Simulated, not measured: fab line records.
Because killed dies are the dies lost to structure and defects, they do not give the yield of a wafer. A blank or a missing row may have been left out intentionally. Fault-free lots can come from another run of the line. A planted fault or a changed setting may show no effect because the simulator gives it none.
Which of the tools did it? :: flow berkeley_cmos170 :: 39 wafers from 13 lots sampled at 3 of the route's 331 steps

== WHAT EACH GAUGE READ, for each wafer ==
UCB170_V2_CD_MEAS_12 targets a cd of 700 nm. Usual: cd_nm at 699.8 nm, with a standard deviation of 1.7.
lot: L923
measured: day 8 03:44
on: cd_sem-02
cd_nm (nm): 698.5 699.3 698.2
flag: 

lot: L924
measured: day 8 06:01
on: cd_sem-02
cd_nm (nm): 701.8 702.4 702.0
flag: 

lot: L929
measured: day 8 21:26
on: cd_sem-02
cd_nm (nm): 700.3 702.3 700.6
flag: 

lot: L926
measured: day 8 22:45
on: cd_sem-02
cd_nm (nm): 700.8 701.0 702.8
flag: 

lot: L928
measured: day 8 22:27
on: cd_sem-02
cd_nm (nm): 697.4 699.2 698.9
flag: 

lot: L930
measured: day 8 23:47
on: cd_sem-01
cd_nm (nm): 698.1 698.0 696.9
flag: 

lot: L927
measured: day 9 00:14
on: cd_sem-01
cd_nm (nm): 696.0 695.7 696.2
flag: 

lot: L925
measured: day 8 23:55
on: cd_sem-02
cd_nm (nm): 700.0 699.5 701.4
flag: 

lot: L931
measured: day 9 08:15
on: cd_sem-01
cd_nm (nm): 697.2 698.4 698.1
flag: 

lot: L936
measured: day 10 15:20
on: cd_sem-01
cd_nm (nm): 700.5 701.0 700.2
flag: 

lot: L937
measured: day 10 15:40
on: cd_sem-02
cd_nm (nm): 700.2 699.8 699.3
flag: 

lot: L942
measured: day 11 18:54
on: cd_sem-01
cd_nm (nm): 701.4 700.0 701.5
flag: 

lot: L944
measured: day 11 22:42
on: cd_sem-02
cd_nm (nm): 698.6 698.6 697.0
flag: 

== WHICH TOOL RAN EACH LOT (tool, then ch and the chambers of the sampled wafers, then the start) ==
lot: L923
UCB170_M2_SPUTTER_01: pvd_sputter-02, day 7 22:20
UCB170_V2_CVD_00: pecvd-03 ch 1,2, day 8 01:50

lot: L924
UCB170_M2_SPUTTER_01: pvd_sputter-03, day 8 00:54
UCB170_V2_CVD_00: pecvd-01 ch 0,2, day 8 03:39

lot: L929
UCB170_M2_SPUTTER_01: pvd_sputter-02, day 8 12:52
UCB170_V2_CVD_00: pecvd-04 ch 0,1,2, day 8 19:06

lot: L926
UCB170_M2_SPUTTER_01: pvd_sputter-01, day 8 15:01
UCB170_V2_CVD_00: pecvd-01 ch 0,1,2, day 8 20:33

lot: L928
UCB170_M2_SPUTTER_01: pvd_sputter-03, day 8 15:01
UCB170_V2_CVD_00: pecvd-03 ch 0,1,2, day 8 20:25

lot: L930
UCB170_M2_SPUTTER_01: pvd_sputter-02, day 8 15:34
UCB170_V2_CVD_00: pecvd-04 ch 0,1, day 8 20:50

lot: L927
UCB170_M2_SPUTTER_01: pvd_sputter-01, day 8 16:55
UCB170_V2_CVD_00: pecvd-03 ch 0,1,2, day 8 21:57

lot: L925
UCB170_M2_SPUTTER_01: pvd_sputter-03, day 8 17:22
UCB170_V2_CVD_00: pecvd-01 ch 0,1, day 8 21:58

lot: L931
UCB170_M2_SPUTTER_01: pvd_sputter-01, day 9 02:34
UCB170_V2_CVD_00: pecvd-03 ch 1,2, day 9 06:09

lot: L936
UCB170_M2_SPUTTER_01: pvd_sputter-02, day 10 09:18
UCB170_V2_CVD_00: pecvd-03 ch 0,1,2, day 10 13:23

lot: L937
UCB170_M2_SPUTTER_01: pvd_sputter-03, day 10 09:37
UCB170_V2_CVD_00: pecvd-04 ch 0,1,2, day 10 13:30

lot: L942
UCB170_M2_SPUTTER_01: pvd_sputter-03, day 11 12:58
UCB170_V2_CVD_00: pecvd-01 ch 0,1,2, day 11 16:49

lot: L944
UCB170_M2_SPUTTER_01: pvd_sputter-01, day 11 17:14
UCB170_V2_CVD_00: pecvd-04 ch 0,1, day 11 19:59
- UCB170_M2_SPUTTER_01: material Al, target thk 900 nm, time 120 s.
- UCB170_V2_CVD_00: deposits SiO2 from TEOS/O2, target thk 2000 nm, time 250 s.

== AS READ BY THE TOOLS THEMSELVES (means over the sampled wafers that have a number; for cases with no such wafer, the mark the record gives instead) ==
UCB170_M2_SPUTTER_01. Usual: cathode_dc_power_W 6000.0 W, standard deviation 0.98; throttle_valve_pct 30.4 %, standard deviation 1.1.
lot: L923
tool: pvd_sputter-02
cathode_dc_power_W (W): 6000.3
throttle_valve_pct (%): 30.1
flag: 

lot: L924
tool: pvd_sputter-03
cathode_dc_power_W (W): 6000.7
throttle_valve_pct (%): 30.0
flag: 

lot: L929
tool: pvd_sputter-02
cathode_dc_power_W (W): 5999.4
throttle_valve_pct (%): 29.4
flag: 

lot: L926
tool: pvd_sputter-01
cathode_dc_power_W (W): 5999.5
throttle_valve_pct (%): 30.7
flag: 

lot: L928
tool: pvd_sputter-03
cathode_dc_power_W (W): 6000.3
throttle_valve_pct (%): 30.6
flag: 

lot: L930
tool: pvd_sputter-02
cathode_dc_power_W (W): 5999.5
throttle_valve_pct (%): 29.2
flag: 

lot: L927
tool: pvd_sputter-01
cathode_dc_power_W (W): 6000.3
throttle_valve_pct (%): 30.7
flag: 

lot: L925
tool: pvd_sputter-03
cathode_dc_power_W (W): 6000.2
throttle_valve_pct (%): 29.8
flag: 

lot: L931
tool: pvd_sputter-01
cathode_dc_power_W (W): 5999.4
throttle_valve_pct (%): 30.6
flag: 

lot: L936
tool: pvd_sputter-02
cathode_dc_power_W (W): 5999.9
throttle_valve_pct (%): 30.5
flag: 

lot: L937
tool: pvd_sputter-03
cathode_dc_power_W (W): 6000.5
throttle_valve_pct (%): 30.3
flag: 

lot: L942
tool: pvd_sputter-03
cathode_dc_power_W (W): 6001.0
throttle_valve_pct (%): 30.2
flag: 

lot: L944
tool: pvd_sputter-01
cathode_dc_power_W (W): 6000.3
throttle_valve_pct (%): 31.2
flag: 

UCB170_V2_CVD_00. Usual: heater_power_w at 259 W, with a standard deviation of 53.
lot: L923
tool: pecvd-03
heater_power_w (W): 235
flag: 

lot: L924
tool: pecvd-01
heater_power_w (W): 268
flag: 

lot: L929
tool: pecvd-04
heater_power_w (W): 212
flag: 

lot: L926
tool: pecvd-01
heater_power_w (W): 276
flag: 

lot: L928
tool: pecvd-03
heater_power_w (W): 236
flag: 

lot: L930
tool: pecvd-04
heater_power_w (W): 271
flag: 

lot: L927
tool: pecvd-03
heater_power_w (W): 275
flag: 

lot: L925
tool: pecvd-01
heater_power_w (W): 258
flag: 

lot: L931
tool: pecvd-03
heater_power_w (W): 231
flag: 

lot: L936
tool: pecvd-03
heater_power_w (W): 271
flag: 

lot: L937
tool: pecvd-04
heater_power_w (W): 286
flag: 

lot: L942
tool: pecvd-01
heater_power_w (W): 265
flag: 

lot: L944
tool: pecvd-04
heater_power_w (W): 285
flag: 

== THE ANSWER, worked out from the rows above alone ==
Rule: take the mean of a lot's wafers that have a number; if it is more than 3 standard deviations from the usual mean, the lot is off. Also off: a lot with no number at a reading for which 4 or more lots have one. Where the step has rows for the other lots, those lots are counted as sound. After the gauges, taken in route order, come the tools' own readings; for these a lot's mean is taken, as printed above. At the first step where some lot is off, the reading lying furthest off is the one used; lots without a number count as furthest.
Nothing can be told from this: no lot is off at any reading shown.

== WHAT THE SIMULATOR PUT IN ==
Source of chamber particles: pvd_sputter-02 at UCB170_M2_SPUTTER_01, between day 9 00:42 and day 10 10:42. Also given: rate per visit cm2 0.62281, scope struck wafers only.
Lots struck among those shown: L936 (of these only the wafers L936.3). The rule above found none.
